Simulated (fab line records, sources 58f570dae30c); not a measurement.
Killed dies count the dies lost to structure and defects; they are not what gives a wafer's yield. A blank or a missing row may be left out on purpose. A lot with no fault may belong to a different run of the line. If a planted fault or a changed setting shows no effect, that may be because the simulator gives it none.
Tool commonality check / flow berkeley cmos170 / Sample size 14 lots and 42 wafers

## REASON IT WAS OPENED
UCB170_NSD_TW_MEAS_10, reading NSD_TW: flagged on 2 of 14 lots. Fault-free wafers read 4178, with a standard deviation of 23.
Rule: a lot is flagged when every wafer of it that has a number lies more than 4 standard deviations from that mean, or none has a number. The other lots count as sound.

lot=L479; measured=day 6 11:41; on=film metro-04; NSD_TW, wafer by wafer=4186 4179 4152; flag=
lot=L478; measured=day 6 11:56; on=film metro-01; NSD_TW, wafer by wafer=4156 4178 4170; flag=
lot=L481; measured=day 7 04:31; on=film metro-04; NSD_TW, wafer by wafer=4133 4137 4158; flag=
lot=L480; measured=day 7 04:42; on=film metro-03; NSD_TW, wafer by wafer=4232 4233 4212; flag=
lot=L482; measured=day 7 17:10; on=film metro-04; NSD_TW, wafer by wafer=4157 4168 4174; flag=
lot=L483; measured=day 7 17:20; on=film metro-01; NSD_TW, wafer by wafer=4195 4187 4199; flag=
lot=L484; measured=day 8 06:28; on=film metro-04; NSD_TW, wafer by wafer=4188 4170 4185; flag=
lot=L485; measured=day 8 18:49; on=film metro-04; NSD_TW, wafer by wafer=4183 4169 4142; flag=
lot=L486; measured=day 8 19:08; on=film metro-03; NSD_TW, wafer by wafer=4190 4185 4183; flag=
lot=L488; measured=day 9 03:39; on=film metro-01; NSD_TW, wafer by wafer=4155 4142 4145; flag=
lot=L491; measured=day 9 12:50; on=film metro-04; NSD_TW, wafer by wafer=4181 4180 4156; flag=
lot=L493; measured=day 9 19:38; on=film metro-04; NSD_TW, wafer by wafer=4019 4036 4043; flag=FLAGGED
lot=L494; measured=day 10 08:55; on=film metro-04; NSD_TW, wafer by wafer=4155 4169 4163; flag=
lot=L495; measured=day 10 09:11; on=film metro-01; NSD_TW, wafer by wafer=4033 4043 4022; flag=FLAGGED
Average over the flagged lots: 4033; offset from the usual -145, equal to -6 standard deviations.

## WHICH TOOL RAN EACH LOT
2 process steps preceding the reading are held in the record, out of 331 steps in the route. Every cell lists first the tool, next ch and the chambers used by the sampled wafers, and last the start.
lot=L479; flag=; UCB170_NSD_IMPLANT_08=implanter-04 ch 0, day 6 11:28; UCB170_NSD_STRIP_09=plasma asher-03 ch 0,1, day 6 11:35
lot=L478; flag=; UCB170_NSD_IMPLANT_08=implanter-02 ch 0, day 6 11:42; UCB170_NSD_STRIP_09=plasma asher-03 ch 0,1, day 6 11:49
lot=L481; flag=; UCB170_NSD_IMPLANT_08=implanter-04 ch 0, day 7 04:16; UCB170_NSD_STRIP_09=plasma asher-04 ch 0,1, day 7 04:25
lot=L480; flag=; UCB170_NSD_IMPLANT_08=implanter-02 ch 0, day 7 04:28; UCB170_NSD_STRIP_09=plasma asher-01 ch 0,1, day 7 04:35
lot=L482; flag=; UCB170_NSD_IMPLANT_08=implanter-03 ch 0, day 7 16:55; UCB170_NSD_STRIP_09=plasma asher-03 ch 0,1, day 7 17:04
lot=L483; flag=; UCB170_NSD_IMPLANT_08=implanter-02 ch 0, day 7 17:05; UCB170_NSD_STRIP_09=plasma asher-04 ch 0,1, day 7 17:14
lot=L484; flag=; UCB170_NSD_IMPLANT_08=implanter-04 ch 0, day 8 06:13; UCB170_NSD_STRIP_09=plasma asher-03 ch 0,1, day 8 06:22
lot=L485; flag=; UCB170_NSD_IMPLANT_08=implanter-04 ch 0, day 8 18:34; UCB170_NSD_STRIP_09=plasma asher-03 ch 0,1, day 8 18:43
lot=L486; flag=; UCB170_NSD_IMPLANT_08=implanter-04 ch 0, day 8 18:53; UCB170_NSD_STRIP_09=plasma asher-01 ch 0,1, day 8 19:02
lot=L488; flag=; UCB170_NSD_IMPLANT_08=implanter-02 ch 0, day 9 03:24; UCB170_NSD_STRIP_09=plasma asher-01 ch 0,1, day 9 03:33
lot=L491; flag=; UCB170_NSD_IMPLANT_08=implanter-02 ch 0, day 9 12:37; UCB170_NSD_STRIP_09=plasma asher-03 ch 0,1, day 9 12:44
lot=L493; flag=FLAGGED; UCB170_NSD_IMPLANT_08=implanter-02 ch 0, day 9 19:25; UCB170_NSD_STRIP_09=plasma asher-03 ch 0,1, day 9 19:32
lot=L494; flag=; UCB170_NSD_IMPLANT_08=implanter-04 ch 0, day 10 08:40; UCB170_NSD_STRIP_09=plasma asher-01 ch 1, day 10 08:48
lot=L495; flag=FLAGGED; UCB170_NSD_IMPLANT_08=implanter-02 ch 0, day 10 08:57; UCB170_NSD_STRIP_09=plasma asher-03 ch 0,1, day 10 09:04
What these steps do:
- UCB170_NSD_IMPLANT_08
- UCB170_NSD_STRIP_09: strips in O2.
- UCB170_NSD_TW_MEAS_10

## FLAGGED OVER TOTAL, TOOL BY TOOL (the gauges that took the reading come last)
step=UCB170_NSD_IMPLANT_08; tool=implanter-02; lots run=7; flagged=2; share of the flagged lots=all; sound lots run after its first flagged lot=0
step=UCB170_NSD_IMPLANT_08; tool=implanter-03; lots run=1; flagged=0; share of the flagged lots=none; sound lots run after its first flagged lot=-
step=UCB170_NSD_IMPLANT_08; tool=implanter-04; lots run=6; flagged=0; share of the flagged lots=none; sound lots run after its first flagged lot=-
step=UCB170_NSD_STRIP_09; tool=plasma asher-01; lots run=4; flagged=0; share of the flagged lots=none; sound lots run after its first flagged lot=-
step=UCB170_NSD_STRIP_09; tool=plasma asher-03; lots run=8; flagged=2; share of the flagged lots=all; sound lots run after its first flagged lot=0
step=UCB170_NSD_STRIP_09; tool=plasma asher-04; lots run=2; flagged=0; share of the flagged lots=none; sound lots run after its first flagged lot=-
step=UCB170_NSD_TW_MEAS_10; tool=film metro-01; lots run=4; flagged=1; share of the flagged lots=some; sound lots run after its first flagged lot=0
step=UCB170_NSD_TW_MEAS_10; tool=film metro-03; lots run=2; flagged=0; share of the flagged lots=none; sound lots run after its first flagged lot=-
step=UCB170_NSD_TW_MEAS_10; tool=film metro-04; lots run=8; flagged=1; share of the flagged lots=some; sound lots run after its first flagged lot=1 (L494)

## WHAT THE TABLE PERMITS
2 rows of the table ran every flagged lot: implanter-02 at UCB170_NSD_IMPLANT_08, plasma asher-03 at UCB170_NSD_STRIP_09.
- implanter-02 at UCB170_NSD_IMPLANT_08 ran 7 lots, 2 of them flagged. A fault beginning between L491 (day 9 12:37), its last sound lot, and L493 (day 9 19:25), its first flagged one, fits the data. Its own readings lie more than 4 standard deviations out on every wafer of the flagged lots: dose ions cm2, faraday current uA.
- plasma asher-03 at UCB170_NSD_STRIP_09 ran 8 lots, 2 of them flagged. A fault beginning between L491 (day 9 12:44), its last sound lot, and L493 (day 9 19:32), its first flagged one, fits the data. Its own readings lie more than 4 standard deviations out on every wafer of the flagged lots: oes product au, strip time to endpoint s.
Counting lots can't tell these 2 tools apart, because each fits a fault that began at some hour. More lots, or a look at what each step does to the wafer, might.

## WHAT THE SIMULATOR HAD INSERTED
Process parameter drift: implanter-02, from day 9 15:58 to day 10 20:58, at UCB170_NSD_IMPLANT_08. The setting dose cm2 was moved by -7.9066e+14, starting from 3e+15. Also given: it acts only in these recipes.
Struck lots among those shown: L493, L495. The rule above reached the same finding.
